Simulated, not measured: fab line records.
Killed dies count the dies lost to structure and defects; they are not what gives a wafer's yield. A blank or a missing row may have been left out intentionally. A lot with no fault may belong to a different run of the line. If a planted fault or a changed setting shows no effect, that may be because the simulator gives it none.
Which tool is to blame? ; flow rit cmos ; 6 lots, 18 wafers sampled, at 2 steps of a route of 202

## WHAT THE GAUGES READ, wafer by wafer
RIT_SDANNEAL_RS_MEAS_04: the measuring method here is four-point-probe.
lot;measured;on;PSD_RS (ohm/sq)
L235;day 3 17:04;film metro-02;115.6 115.7 116.0
L236;day 4 05:04;film metro-01;116.1 116.0 116.1
L238;day 4 14:13;film metro-03;115.4 115.7 115.8
L242;day 5 11:49;film metro-03;115.9 116.0 115.5
L248;day 6 22:57;film metro-03;129.8 130.0 130.4
L253;day 7 18:44;film metro-01;116.6 116.3 116.4

## WHAT TOOL EACH LOT RAN ON (gives the tool, then ch and the chambers of the sampled wafers, and finally the start)
lot;RIT_SDANNEAL_RTA_03
L235;rtp anneal-01 ch 0, day 3 16:59
L236;rtp anneal-01 ch 0, day 4 05:00
L238;rtp anneal-01 ch 0, day 4 14:06
L242;rtp anneal-01 ch 0, day 5 11:42
L248;rtp anneal-01 ch 0, day 6 22:53
L253;rtp anneal-02 ch 0, day 7 18:41
- RIT_SDANNEAL_RTA_03: time 5 s.

## THE ANSWER, worked out from the rows above alone
Rule: the lots themselves supply what counts as usual. Put in order of their means at a reading, lots are off if they are a third of the lots or fewer, leave a main group of 4 or more, and stand apart from it by a gap of 3 or more times the standard deviation of the main group's means; of several such gaps the widest counts. The tables above print the reading to a certain number of digits; a main group whose means all agree to those digits is not used. Also off: a lot with no number at a reading for which 4 or more lots have one. The other lots that the step has rows for count as sound.
Off: at RIT_SDANNEAL_RS_MEAS_04 (PSD_RS), L248. For the main group the mean is 115.9 ohm/sq and the standard deviation 0.28.
A tool fits if, at a process step before that reading, it ran every lot that is off, and no sound lot after the first of them. Gauges at RIT_SDANNEAL_RS_MEAS_04: tried the same way as those tools. Can't be told from this: 2 tools fit, rtp anneal-01 at RIT_SDANNEAL_RTA_03, film metro-03 at RIT_SDANNEAL_RS_MEAS_04.

## WHAT THE SIMULATOR HAD PUT IN
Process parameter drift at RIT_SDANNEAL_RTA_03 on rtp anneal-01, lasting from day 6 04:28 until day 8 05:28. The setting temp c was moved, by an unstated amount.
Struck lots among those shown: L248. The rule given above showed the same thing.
